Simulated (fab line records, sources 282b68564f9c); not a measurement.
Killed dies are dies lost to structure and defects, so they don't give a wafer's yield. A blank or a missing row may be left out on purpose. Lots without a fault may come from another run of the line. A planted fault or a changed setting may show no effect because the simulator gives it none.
A struck lot beside a sound one | flow rit_cmos | 29 steps out of a route of 202
Sound: wafers L569.2, L569.4, L569.5. Struck: wafers L570.1, L570.3, L570.4. The cause comes at the end.
At each step with rows: each side's tool, then ch and its chambers, then its first start. Under that, the readings that differ: sound wafers | struck wafers | difference of the means | sigmas: that difference in standard deviations of wafers without a fault.
alike: readings whose means differ by less than 2 such deviations, and words and numbers that are the same on both sides. not compared: withheld readings, readings that some wafer has no value for, bounds like >300 that may hide the same value, and numbers for which the record gives no deviation and whose values overlap.
The two part at a step that has a row with sigmas, a row that says differs or no value, or rows on one side only. Numbers that don't overlap but have no deviation are shown without sigmas and don't part them. A reading that every wafer of one side lacks parts them only if that side has two wafers or more.

first, 6 steps without rows for these wafers: RIT_SDANNEAL_CLEAN_00 (cleans in SC1, time 600 s); RIT_SDANNEAL_CLEAN_01 (cleans in dHF, time 30 s); RIT_SDANNEAL_CLEAN_02 (cleans in SC2, time 600 s); RIT_SDANNEAL_RTA_03 (time 5 s); RIT_SILICIDE_WET_ETCH_00 (etches SiO2 in BOE, target depth 14 nm, time 15 s); RIT_SILICIDE_SPUTTER_01 (material Ti, target thk 30 nm, time 240 s).
RIT_SILICIDE_RTA_04: time 10 s, ramp up 5 s, ramp down 5 s.
  sound on rtp_anneal-01 ch 0, day 4 19:44; struck on rtp_anneal-01 ch 0, day 5 00:50
  alike: wafer_temp_C_max
then, 21 steps without rows for these wafers: RIT_SILICIDE_WET_ETCH_05 (etches Ti in SPM, time 120 s); RIT_SILICIDE_RTA_06 (time 10 s, ramp up 5 s, ramp down 10 s); RIT_CONTACT_CVD_00 (deposits SiO2 from TEOS, target thk 400 nm, time 61 s); RIT_CONTACT_HMDS_02 (prime time 60 s); RIT_CONTACT_COAT_03 (resist thk 1000 nm); RIT_CONTACT_SOFTBAKE_04 (time 60 s); RIT_CONTACT_EXPOSE_05 (exposes mask M11, target cd 1000 nm); RIT_CONTACT_PEB_06; RIT_CONTACT_DEVELOP_07 (develop time 120 s); RIT_CONTACT_HARDBAKE_10 (time 60 s); RIT_CONTACT_ETCH_11 (etches SiO2 in CHF3/CF4/Ar, stops on TiSi2, target depth 480 nm, time 320 s); RIT_CONTACT_STRIP_12 (strips in O2, time 180 s); RIT_CONTACT_CLEAN_13 (cleans in SC1, time 600 s); RIT_CONTACT_CLEAN_14 (cleans in SC2, time 600 s); RIT_M1_SPUTTER_00 (material Al, target thk 400 nm, time 500 s); RIT_M1_HMDS_03 (prime time 60 s); RIT_M1_COAT_04 (resist thk 1300 nm); RIT_M1_SOFTBAKE_05 (time 60 s); RIT_M1_EXPOSE_06 (exposes mask M12, target cd 2600 nm); RIT_M1_PEB_07; RIT_M1_DEVELOP_08 (develop time 68 s).
RIT_M1_PROBE_99:
  sound on prober-01, day 5 02:43; struck on prober-02, day 5 07:25
  reading                              | sound             | struck            | difference | sigmas
  model.etest.npoly_line.line_ohm_um   | 159.1 159.5 159   | 220.4 216.1 213.1 | +57.3      |
  model.etest.ppoly_line.line_ohm_um   | 154.8 157.2 154   | 208.2 207.5 201.5 | +50.4      |
  model.etest.contact_pplus.end_ohm_um | 44.69 44.74 44.41 | 36.78 36.74 35.96 | -8.12      |
  model.etest.contact_nplus.end_ohm_um | 41.38 42.03 41.6  | 33.7 34.29 34.16  | -7.6       |
  model.etest.npoly_line.rs_ohm_sq     | 16.63 16.89 16.83 | 22.84 22.96 22.72 | +6.06      |
  model.etest.ppoly_line.rs_ohm_sq     | 16.26 16.37 16.23 | 21.95 21.86 21.76 | +5.57      |
  alike: killed_at_front_end, killed_dies, killed_open, killed_short
  not compared: model.etest.ppoly_line.width_nm, model.etest.npoly_line.width_nm

WHERE THEY PART
Nowhere in this record.

WHY: what the simulator had put in
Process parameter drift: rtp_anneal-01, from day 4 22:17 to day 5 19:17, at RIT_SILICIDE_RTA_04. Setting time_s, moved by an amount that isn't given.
